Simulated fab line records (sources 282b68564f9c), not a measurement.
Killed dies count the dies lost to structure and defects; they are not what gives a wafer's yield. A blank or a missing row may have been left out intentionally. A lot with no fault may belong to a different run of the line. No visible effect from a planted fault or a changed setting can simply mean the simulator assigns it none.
Problem report, 8D (eight disciplines) form, completed by code ; flow rit cmos ; the parts of the form that need people (team, actions taken, sign-off) are left out

## 1. THE PROBLEM
Wafers without a fault read 0.1, standard deviation 0.24; killed at contacts at RIT_M1_PROBE_99 reads a mean of 34.1 on 9 wafers belonging to 3 lots. That is +99 or more standard deviations from the usual mean.
The first sign was on wafer L646.2 at day 7 13:25, on prober-02. The record has a number at this step for 45 wafers belonging to 15 lots. Rule for "out", or "out of limits": more than 4 standard deviations from the usual mean. The rest of the wafers with a number are treated as sound.

## 2. WHAT THIS IS AND IS NOT
question;is;is not
which readings at this step;killed at contacts, killed dies;killed_at_M0_to_M3, killed short
which lots;L646, L647, L648;L627, L629, L630, L632, L633, L634, L636, L637, L638, L641, L649, L650
which wafers of those lots;all that have a number;-
read on which tools;prober-01, prober-02;-
when;from day 7 13:25;"up to then (30 sound wafers); but 6 sound wafers of L649, L650 came after"

## 3. THE SUSPECTS, EACH WITH WHAT RULES IT OUT
Counting: a tool at any process step up to the reading remains a suspect when it ran all the lots that are out and ran no sound lot after the first of those.
- wet bench-03 at RIT_CONTACT_CLEAN_14 (cleans in SC2, time 600 s): kept. It processed each lot that is out, first L646 at day 7 08:57, and no sound lot thereafter; up to then, the last sound lot it processed was L637 at day 5 07:02.
Remaining after the count: wet bench-03 at RIT_CONTACT_CLEAN_14.

## 4. THE CAUSE (what the simulator had put in)
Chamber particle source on wet bench-03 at RIT_CONTACT_CLEAN_14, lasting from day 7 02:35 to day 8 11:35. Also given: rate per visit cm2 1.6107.
After counting, this tool was the only one left.

## 5. THE EFFECT CHAIN, in route order
Each row: a reading whose mean over the struck wafers that have a number lies more than 3 standard deviations from the usual. Readings are gone through only where the record gives a usual standard deviation; hours: the median, over the lots, of the time from a lot's start at the first step in this table giving one to that lot's start at this step; sigmas: the change measured in usual standard deviations.
hours;step;reading;usual;on struck wafers;change;sigmas
0;RIT_M1_PROBE_99;killed at contacts;0.1;34.1;+34.0;+99 or more
0;RIT_M1_PROBE_99;killed dies;6.8;40.6;+33.8;+12
0;RIT_M1_PROBE_99;killed on rim;1.8;7.9;+6.1;+4.7
The process steps in it:
- RIT_M1_PROBE_99

## 6. WHAT WOULD HAVE CAUGHT IT SOONER
In this record the first reading out of limits was taken at day 7 13:25, 11 hours after the fault began at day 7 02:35.
Among the 3 lots that are out, L648 began RIT_CONTACT_CLEAN_14 on wet bench-03 after day 7 13:25. It would have been spared by a hold on the tool at that moment.
